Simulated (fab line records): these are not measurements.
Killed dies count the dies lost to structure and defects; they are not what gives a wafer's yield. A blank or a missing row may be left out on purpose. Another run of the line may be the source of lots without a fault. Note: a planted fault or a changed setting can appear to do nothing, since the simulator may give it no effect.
The same fault as seen by 2 desks ; flow berkeley cmos170 ; numbers are kept per desk, each desk with only its own; the story behind them comes last

## FOR THE TOOL OWNER'S DESK: rie metal-04
The tool's own readings at UCB170_M2_METAL_ETCH_18 (etches Al in Cl2/BCl3, stops on SiO2, target depth 1170 nm, time 195 s): means of the sampled wafers that have a number, for each lot that ran on this tool. A lot is out of limits, marked OUT, if its mean lies more than 4 standard deviations from the usual mean; the brackets give that distance.
Columns: A = drypump motor current A at UCB170_M2_METAL_ETCH_18, usual 5.7 A; B = oes product au at UCB170_M2_METAL_ETCH_18, usual 0.860 a.u.; C = rf fwd power W at UCB170_M2_METAL_ETCH_18, usual 597.9 W; D = throttle valve pct at UCB170_M2_METAL_ETCH_18, usual 24.37 %
lot;first seen here;A;B;C;D
L122;day 8 05:20;5.8;0.854;598.4;24.29
L126;day 9 06:34;5.8;0.857;595.8;24.29
L127;day 9 12:20;5.4;0.860;598.5;24.29
L129;day 9 19:29;5.4;0.786 (-7.6) OUT;356.4 (-99 or more) OUT;24.34
L132;day 10 12:29;5.4;0.786 (-7.6) OUT;358.7 (-99 or more) OUT;24.35
This desk's finding: out of limits on L129, L132; first on L129, day 9 19:29 (oes product au at UCB170_M2_METAL_ETCH_18). In limits: L122, L126, L127.

## AT THE METROLOGY DESK
Lot by lot, what the gauges showed, no matter which tool ran the lot: averages of those sampled wafers that carry a number. A lot is out of limits, marked OUT, if its mean lies more than 4 standard deviations from the usual mean; the brackets give that distance.
Columns: A = V1_TEOS_THK at UCB170_V1_THK_MEAS_01, usual 2003 nm; B = cd nm at UCB170_V1_CD_MEAS_90, usual 700.3 nm; C = cd nm at UCB170_M2_CD_MEAS_90, usual 699.7 nm
lot;first seen here;A;B;C
L118;day 7 06:26;1997;701.0;700.2
L123;day 8 00:05;1955;698.7;700.0
L122;day 8 00:07;1992;701.2;701.4
L121;day 8 03:32;1980;697.7;700.0
L125;day 9 01:13;1987;699.3;695.4
L126;day 9 01:13;1939;699.8;702.9
L124;day 9 01:14;2031;698.3;700.3
L127;day 9 07:05;2020;701.2;701.9
L128;day 9 07:05;2024;701.7;696.7
L129;day 9 13:43;2009;701.2;718.8 (+8.3) OUT
L130;day 9 13:44;1994;701.4;701.9
L132;day 10 07:06;1992;700.1;721.1 (+9.3) OUT
L134;day 10 19:52;1991;697.9;698.0
L138;day 12 02:17;2004;700.2;700.7
This desk's finding: out of limits on L129, L132; first on L129, day 9 19:46 (cd nm at UCB170_M2_CD_MEAS_90). In limits: L118, L123, L122, L121, L125, L126, L124, L127, L128, L130, L134, L138.

## PUT TOGETHER
The tool owner's desk had the chance to raise an alarm at day 9 19:29 on L129, L132.
An alarm was possible from the metrology desk at day 9 19:46, on L129, L132.
Every lot named ran UCB170_M2_METAL_ETCH_18 on rie metal-04.

## WHAT HAD BEEN PUT IN BY THE SIMULATOR
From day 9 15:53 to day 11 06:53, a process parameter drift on rie metal-04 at UCB170_M2_METAL_ETCH_18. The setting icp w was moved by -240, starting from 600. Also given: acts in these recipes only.
Lots struck among those shown: L129, L132.
Hours from the fault's start to each desk's first reading out of limits: the tool owner's desk, 4; the metrology desk, 4.
